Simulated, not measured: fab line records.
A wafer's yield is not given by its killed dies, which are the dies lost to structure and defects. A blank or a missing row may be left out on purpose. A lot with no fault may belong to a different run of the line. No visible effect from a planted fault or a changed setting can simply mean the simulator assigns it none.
Which tool did it? / flow berkeleyCmos170 / 13 lots with 39 wafers sampled at 2 steps, on a route of 331 steps

WHAT THE GAUGES SHOWED, per wafer
UCB170_V1_THK_MEAS_04. Usual: V1_POLISHED_THK gives 999.6 nm (standard deviation 1.3).
lot=L439; measured=day 8 23:04; on=filmMetro-04; V1_POLISHED_THK (nm)=999.9 998.8 997.8; flag=
lot=L441; measured=day 9 04:06; on=filmMetro-01; V1_POLISHED_THK (nm)=999.4 999.9 998.4; flag=
lot=L442; measured=day 9 11:33; on=filmMetro-01; V1_POLISHED_THK (nm)=998.4 997.4 999.4; flag=
lot=L445; measured=day 9 14:15; on=filmMetro-04; V1_POLISHED_THK (nm)=1000.2 999.4 1000.7; flag=
lot=L447; measured=day 10 03:55; on=filmMetro-01; V1_POLISHED_THK (nm)=997.3 999.5 998.1; flag=
lot=L448; measured=day 10 05:14; on=filmMetro-03; V1_POLISHED_THK (nm)=1000.6 998.6 998.7; flag=
lot=L449; measured=day 10 12:44; on=filmMetro-01; V1_POLISHED_THK (nm)=951.8 951.7 1001.8 952.1 950.5 1000.3; flag=OFF
lot=L453; measured=day 11 11:14; on=filmMetro-01; V1_POLISHED_THK (nm)=999.4 1001.8 999.6; flag=
lot=L459; measured=day 12 05:17; on=filmMetro-04; V1_POLISHED_THK (nm)=998.5 1000.9 997.9; flag=
lot=L457; measured=day 12 06:38; on=filmMetro-04; V1_POLISHED_THK (nm)=1001.9 1000.8 999.8; flag=
lot=L458; measured=day 12 06:56; on=filmMetro-04; V1_POLISHED_THK (nm)=999.6 1000.1 999.2; flag=
lot=L462; measured=day 13 12:56; on=filmMetro-01; V1_POLISHED_THK (nm)=1001.7 1001.1 1001.6; flag=
lot=L461; measured=day 13 14:32; on=filmMetro-01; V1_POLISHED_THK (nm)=1002.3 998.9 1001.0; flag=

WHICH TOOL RAN EACH LOT (tool, then ch and the chambers of the sampled wafers, then the start)
lot=L439; UCB170_V1_CVD_00=pecvd-02 ch 0,2, day 8 22:26
lot=L441; UCB170_V1_CVD_00=pecvd-03 ch 0,1,2, day 9 03:28
lot=L442; UCB170_V1_CVD_00=pecvd-02 ch 0,1,2, day 9 10:58
lot=L445; UCB170_V1_CVD_00=pecvd-02 ch 0,1,2, day 9 13:33
lot=L447; UCB170_V1_CVD_00=pecvd-04 ch 0,1, day 10 03:16
lot=L448; UCB170_V1_CVD_00=pecvd-02 ch 0,2, day 10 04:37
lot=L449; UCB170_V1_CVD_00=pecvd-04 ch 0,2, day 10 12:06
lot=L453; UCB170_V1_CVD_00=pecvd-02 ch 1,2, day 11 10:36
lot=L459; UCB170_V1_CVD_00=pecvd-03 ch 0,2, day 12 04:39
lot=L457; UCB170_V1_CVD_00=pecvd-03 ch 0,2, day 12 05:59
lot=L458; UCB170_V1_CVD_00=pecvd-02 ch 0, day 12 05:59
lot=L462; UCB170_V1_CVD_00=pecvd-03 ch 0,1,2, day 13 12:16
lot=L461; UCB170_V1_CVD_00=pecvd-02 ch 0,2, day 13 13:46
- UCB170_V1_CVD_00: deposits SiO2 from TEOS/O2, target thk 2000 nm, time 250 s.

WHAT THE TOOLS THEMSELVES READ (means of the sampled wafers that have a number; where no wafer has one, the mark that the record gives instead)
UCB170_V1_CVD_00. Usual: 247 W for heaterPowerW, sd 76.
lot=L439; tool=pecvd-02; heaterPowerW (W)=233; flag=
lot=L441; tool=pecvd-03; heaterPowerW (W)=224; flag=
lot=L442; tool=pecvd-02; heaterPowerW (W)=209; flag=
lot=L445; tool=pecvd-02; heaterPowerW (W)=207; flag=
lot=L447; tool=pecvd-04; heaterPowerW (W)=351; flag=
lot=L448; tool=pecvd-02; heaterPowerW (W)=211; flag=
lot=L449; tool=pecvd-04; heaterPowerW (W)=310; flag=
lot=L453; tool=pecvd-02; heaterPowerW (W)=251; flag=
lot=L459; tool=pecvd-03; heaterPowerW (W)=246; flag=
lot=L457; tool=pecvd-03; heaterPowerW (W)=249; flag=
lot=L458; tool=pecvd-02; heaterPowerW (W)=147; flag=
lot=L462; tool=pecvd-03; heaterPowerW (W)=261; flag=
lot=L461; tool=pecvd-02; heaterPowerW (W)=183; flag=

THE ANSWER, worked out from the rows above alone
Rule: take the mean of a lot's wafers that have a number; if it is more than 3 standard deviations from the usual mean, the lot is off. A lot without any number at a reading at which 4 lots or more have one is off too. Where the step has rows for the other lots, those lots are counted as sound. First the gauges in route order, then the tools' own readings, where a lot's mean is used as printed above. At the first step where some lot is off, the reading lying furthest off is the one used; lots without a number count as furthest.
Off: L449, seen at UCB170_V1_THK_MEAS_04 (V1_POLISHED_THK).
If a tool, at a process step before that reading, ran all the lots that are off and no sound lot after the first of them, it fits. Gauges at UCB170_V1_THK_MEAS_04: tried the same way as those tools. One fits: UCB170_V1_CVD_00 on pecvd-04. Its last sound lot is L447 (day 10 03:16), its first lot that is off L449 (day 10 12:06): a fault that began between those two fits.

WHAT THE SIMULATOR HAD INSERTED
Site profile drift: pecvd-04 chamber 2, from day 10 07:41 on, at UCB170_V1_CVD_00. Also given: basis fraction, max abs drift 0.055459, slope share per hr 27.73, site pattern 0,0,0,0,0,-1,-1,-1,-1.
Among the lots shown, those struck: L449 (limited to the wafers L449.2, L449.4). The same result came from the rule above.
